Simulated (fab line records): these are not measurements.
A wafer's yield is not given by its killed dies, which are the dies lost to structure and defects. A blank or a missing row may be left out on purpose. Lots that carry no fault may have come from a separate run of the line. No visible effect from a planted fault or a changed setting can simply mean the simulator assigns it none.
Commonality check across tools	flow ritCmos	Sample size 14 lots and 42 wafers

## WHY THIS WAS OPENED
4 of 14 lots carry a flag on the reading PSD_RS at RIT_SDANNEAL_RS_MEAS_04. No-fault wafers: 116.09 ohm/sq, standard deviation 0.29.
Rule: flag the lot when none of its wafers has a number, or when each of its wafers that has one lies beyond 4 standard deviations from that mean. All remaining lots are regarded as sound.

lot	measured	on	PSD_RS (ohm/sq), wafer by wafer	flag
L207	day 3 09:55	filmMetro-01	115.88 116.05 116.11	
L208	day 3 16:05	filmMetro-02	115.62 115.62 115.51	
L209	day 3 22:02	filmMetro-02	115.63 115.97 115.81	
L210	day 4 03:25	filmMetro-03	115.97 115.92 116.20	
L211	day 4 13:26	filmMetro-01	116.05 116.27 116.39	
L212	day 4 18:35	filmMetro-02	116.11 116.19 115.79	
L213	day 4 21:27	filmMetro-01	115.96 116.25 116.04	
L214	day 5 01:22	filmMetro-01	116.13 116.04 116.66	
L215	day 5 02:59	filmMetro-02	116.23 115.33 116.00	
L216	day 5 08:20	filmMetro-01	116.15 115.90 116.13	
L220	day 6 04:41	filmMetro-01	50.81 50.72 50.61	FLAGGED
L221	day 6 06:07	filmMetro-01	50.50 50.74 50.65	FLAGGED
L222	day 6 11:08	filmMetro-03	50.54 50.64 50.66	FLAGGED
L223	day 6 14:52	filmMetro-02	50.52 50.68 50.67	FLAGGED
Flagged lots average 50.65 ohm/sq: -65.44 ohm/sq relative to the usual, that is -99 or more standard deviations.

## WHICH TOOL RAN EACH LOT
The record keeps 1 process step preceding the reading, out of 202 steps on the route. Cell contents, in order: the tool; ch with the chambers the sampled wafers went through; the start.
lot	flag	RIT_PSD_IMPLANT_08
L207		implanter-03 ch 0, day 3 09:06
L208		implanter-02 ch 0, day 3 15:16
L209		implanter-04 ch 0, day 3 21:11
L210		implanter-02 ch 0, day 4 02:37
L211		implanter-04 ch 0, day 4 12:34
L212		implanter-03 ch 0, day 4 17:47
L213		implanter-04 ch 0, day 4 20:38
L214		implanter-04 ch 0, day 5 00:32
L215		implanter-03 ch 0, day 5 02:11
L216		implanter-03 ch 0, day 5 07:32
L220	FLAGGED	implanter-04 ch 0, day 6 03:52
L221	FLAGGED	implanter-03 ch 0, day 6 05:17
L222	FLAGGED	implanter-03 ch 0, day 6 10:15
L223	FLAGGED	implanter-03 ch 0, day 6 13:59
These steps, and what they do:
- RIT_PSD_IMPLANT_08
- RIT_SDANNEAL_RS_MEAS_04: measures by four-point-probe.

## FLAGGED AGAINST TOTAL, ONE TOOL AT A TIME (gauges that did the reading follow at the end)
step	tool	lots run	flagged	share of the flagged lots	sound lots run after its first flagged lot
RIT_PSD_IMPLANT_08	implanter-02	2	0	none	-
RIT_PSD_IMPLANT_08	implanter-03	7	3	some	0
RIT_PSD_IMPLANT_08	implanter-04	5	1	some	0
RIT_SDANNEAL_RS_MEAS_04	filmMetro-01	7	2	some	0
RIT_SDANNEAL_RS_MEAS_04	filmMetro-02	5	1	some	0
RIT_SDANNEAL_RS_MEAS_04	filmMetro-03	2	1	some	0

## WHAT THE TABLE PERMITS
No row of the table ran every flagged lot.

## WHAT THE SIMULATOR HAD PUT IN
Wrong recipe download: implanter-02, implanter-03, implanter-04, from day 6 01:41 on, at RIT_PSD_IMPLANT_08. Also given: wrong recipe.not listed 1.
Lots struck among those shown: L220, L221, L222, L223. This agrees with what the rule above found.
